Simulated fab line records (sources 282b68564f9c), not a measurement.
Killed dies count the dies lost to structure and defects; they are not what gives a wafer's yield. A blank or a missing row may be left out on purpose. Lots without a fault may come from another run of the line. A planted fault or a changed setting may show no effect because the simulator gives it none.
Code-filled problem report in 8D (eight disciplines) form :: flow ritCmos :: the parts of the form that need people (team, actions taken, sign-off) are left out

== 1. THE PROBLEM ==
chamberPressurePa at RIT_M1_SPUTTER_00 reads a mean of 0.3582 Pa on 1 wafer of 1 lot; wafers without a fault read 0.4000 Pa with a standard deviation of 0.00078. That puts it -54 standard deviations away from the usual mean.
The step: material Al, target thk 400 nm, time 500 s.
First observed at day 7 07:24: wafer L498.4, on pvdSputter-01. At this step, 13 wafers from 5 lots have a number in the record. By rule, "out" or "out of limits" means more than 4 standard deviations away from the usual mean. Any other wafer with a number is counted as sound.

== 2. WHAT IT IS, WHAT IT ISN'T ==
question: which readings at this step
is: chamberPressurePa
is not: -

question: which lots
is: L498
is not: L480, L484, L489, L491

question: which wafers of those lots
is: all that have a number
is not: -

question: read on which tools
is: pvdSputter-01
is not: pvdSputter-02, pvdSputter-04

question: when
is: from day 7 07:24
is not: up to then (12 sound wafers)

== 3. SUSPECTS, AND WHAT RULES EACH OUT ==
Counting: any tool at a process step up to the reading is kept as a suspect provided that every lot that is out went through it and no sound lot did after the first of them.
- rieDiel-01 at RIT_CONTACT_ETCH_11 (etches SiO2 in CHF3/CF4/Ar, stops on TiSi2, target depth 480 nm, time 326.9 s): kept. It ran the lot that is out, L498 (day 7 06:33), and no sound lot after that; its last sound lot up to then is L491 (day 5 20:27).
- plasmaAsher-04 at RIT_CONTACT_STRIP_12 (strips in O2, time 180 s): kept. It ran the lot that is out, L498 (day 7 06:48), and no sound lot after that.
- pvdSputter-01 at RIT_M1_SPUTTER_00 (material Al, target thk 400 nm, time 500 s): kept. It ran the lot that is out, L498 (day 7 07:24), and no sound lot after that; its last sound lot up to then is L484 (day 4 13:07). Its own chamberPressurePa readings are out on those wafers.
Left after counting: rieDiel-01 at RIT_CONTACT_ETCH_11, plasmaAsher-04 at RIT_CONTACT_STRIP_12, pvdSputter-01 at RIT_M1_SPUTTER_00.

== 4. THE CAUSE (what the simulator had put in) ==
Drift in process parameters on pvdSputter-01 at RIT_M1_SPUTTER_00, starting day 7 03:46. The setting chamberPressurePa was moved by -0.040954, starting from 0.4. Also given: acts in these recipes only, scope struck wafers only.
Of the 3 suspects that counting leaves, this tool is one.

== 5. THE CHAIN OF EFFECTS, in route order ==
Each row: a reading whose mean over the struck wafers that have a number lies more than 3 standard deviations from the usual. Scope: only readings with a usual standard deviation given in the record; hours: median across lots of the time from each lot's start at the first step in this table that gives one to its start at this step; sigmas: change in usual standard deviations.
hours: 0
step: RIT_M1_SPUTTER_00
reading: chamberPressurePa
usual: 0.4000 Pa
on struck wafers: 0.3582
change: -0.0418
sigmas: -54
It contains these process steps:
- RIT_M1_SPUTTER_00: material Al, target thk 400 nm, time 500 s.
Later measuring or inspecting steps at which every struck wafer that the step has a row for has a number for every such reading, and none has moved that far: RIT_M1_RS_MEAS_01.

== 6. HOW IT WOULD HAVE BEEN CAUGHT EARLIER ==
First out-of-limits reading in this record: day 7 07:24, which is 4 hours after fault onset at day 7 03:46.
